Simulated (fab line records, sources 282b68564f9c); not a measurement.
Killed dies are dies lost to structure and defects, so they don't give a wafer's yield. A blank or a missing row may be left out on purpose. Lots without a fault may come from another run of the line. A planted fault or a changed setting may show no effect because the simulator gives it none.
A struck lot beside a sound one | flow rit_cmos | 15 steps out of a route of 202
Sound: wafers L614.1, L614.5, L614.6. Struck: wafers L626.3, L626.4, L626.5. The cause comes at the end.
At each step with rows: each side's tool, then ch and its chambers, then its first start. Under that, the readings that differ: sound wafers | struck wafers | difference of the means | sigmas: that difference in standard deviations of wafers without a fault.
alike: readings whose means differ by less than 2 such deviations, and words and numbers that are the same on both sides. not compared: withheld readings, readings that some wafer has no value for, bounds like >300 that may hide the same value, and numbers for which the record gives no deviation and whose values overlap.
The two part at a step that has a row with sigmas, a row that says differs or no value, or rows on one side only. Numbers that don't overlap but have no deviation are shown without sigmas and don't part them. A reading that every wafer of one side lacks parts them only if that side has two wafers or more.

first, 1 step without rows for these wafers: RIT_SDANNEAL_CLEAN_02 (cleans in SC2, time 600 s).
RIT_SDANNEAL_RTA_03: time 5 s.
  sound on rtp_anneal-02 ch 0, day 5 06:38; struck on rtp_anneal-02 ch 0, day 8 00:58
  alike: wafer_temp_C_max
RIT_SDANNEAL_RS_MEAS_04: measures by four-point-probe.
  sound on film_metro-03, day 5 06:41; struck on film_metro-04, day 8 01:02
  reading         | sound                | struck               | difference | sigmas
  PSD_RS (ohm/sq) | 116.22 115.94 116.00 | 115.17 115.31 115.34 | -0.78      | -3
RIT_SDANNEAL_RS_MEAS_05: measures by four-point-probe.
  sound on film_metro-03, day 5 06:49; struck on film_metro-04, day 8 01:10
  alike: NSD_RS
RIT_SDANNEAL_RS_MEAS_06: measures by four-point-probe.
  sound on film_metro-03, day 5 06:56; struck on film_metro-04, day 8 01:17
  alike: PLDD_RS
RIT_SDANNEAL_RS_MEAS_07: measures by four-point-probe.
  sound on film_metro-03, day 5 07:03; struck on film_metro-04, day 8 01:24
  alike: NLDD_RS
then, 1 step without rows for these wafers: RIT_SILICIDE_WET_ETCH_00 (etches SiO2 in BOE, target depth 14 nm, time 15 s).
RIT_SILICIDE_SPUTTER_01: material Ti, target thk 30 nm, time 240 s.
  sound on pvd_sputter-03, day 5 07:11; struck on pvd_sputter-04, day 8 01:31
  alike: throttle_valve_pct
RIT_SILICIDE_RS_MEAS_02: measures by four-point-probe.
  sound on film_metro-03, day 5 07:20; struck on film_metro-03, day 8 01:42
  alike: SILICIDE_TI_RS
RIT_SILICIDE_THK_MEAS_03: measures by xrf.
  sound on film_metro-03, day 5 07:27; struck on film_metro-03, day 8 01:48
  alike: SILICIDE_TI_THK
RIT_SILICIDE_RTA_04: time 10 s, ramp up 5 s, ramp down 5 s.
  sound on rtp_anneal-02 ch 0, day 5 07:31; struck on rtp_anneal-01 ch 0, day 8 01:52
  alike: wafer_temp_C_max
then, 1 step without rows for these wafers: RIT_SILICIDE_WET_ETCH_05 (etches Ti in SPM, time 120 s).
RIT_SILICIDE_RTA_06: time 10 s, ramp up 5 s, ramp down 10 s.
  sound on rtp_anneal-01 ch 0, day 5 07:37; struck on rtp_anneal-02 ch 0, day 8 01:58
  reading          | sound             | struck            | difference | sigmas
  wafer_temp_C_max | 754.8 755.0 753.8 | 692.9 693.4 692.6 | -61.6      | -56
RIT_CONTACT_CVD_00: deposits SiO2 from TEOS, target thk 400 nm, time 61 s.
  sound on pecvd-01 ch 0,2, day 5 07:41; struck on pecvd-01 ch 0,1,2, day 8 02:01
  alike: heater_power_w
RIT_M1_PROBE_99:
  sound on prober-02, day 5 14:18; struck on prober-02, day 8 08:36
  reading                           | sound             | struck            | difference | sigmas
  model.etest.npoly_sal.rs_ohm_sq   | 4.381 4.25 4.385  | 14.03 13.75 13.73 | +9.50      |
  model.etest.ppoly_sal.rs_ohm_sq   | 4.374 4.244 4.35  | 13.74 13.45 13.5  | +9.24      |
  model.etest.pplus_sal.rs_ohm_sq   | 4.368 4.198 4.357 | 13.74 13.48 13.51 | +9.27      |
  model.etest.nplus_sal.rs_ohm_sq   | 4.349 4.197 4.345 | 13.59 13.36 13.34 | +9.13      |
  model.etest.pplus_sal.line_ohm_um | 1.252 1.218 1.253 | 3.865 3.893 3.836 | +2.624     |
  model.etest.nplus_sal.line_ohm_um | 1.252 1.212 1.282 | 3.932 3.86 3.891  | +2.646     |
  model.etest.contact_npoly.rc_ohm  | 1.375 1.356 1.343 | 3.856 3.831 3.971 | +2.528     |
  model.etest.contact_nplus.rc_ohm  | 1.409 1.334 1.394 | 3.942 3.905 3.741 | +2.484     |
  alike: killed_at_M0_to_M3, killed_at_contacts, killed_at_front_end, killed_dies, killed_open, killed_short

WHERE THEY PART
First at RIT_SDANNEAL_RS_MEAS_04; last, within this record, at RIT_SILICIDE_RTA_06. Later steps at which nothing parts them and some readings are alike: RIT_CONTACT_CVD_00, RIT_M1_PROBE_99.

WHY: what the simulator had put in
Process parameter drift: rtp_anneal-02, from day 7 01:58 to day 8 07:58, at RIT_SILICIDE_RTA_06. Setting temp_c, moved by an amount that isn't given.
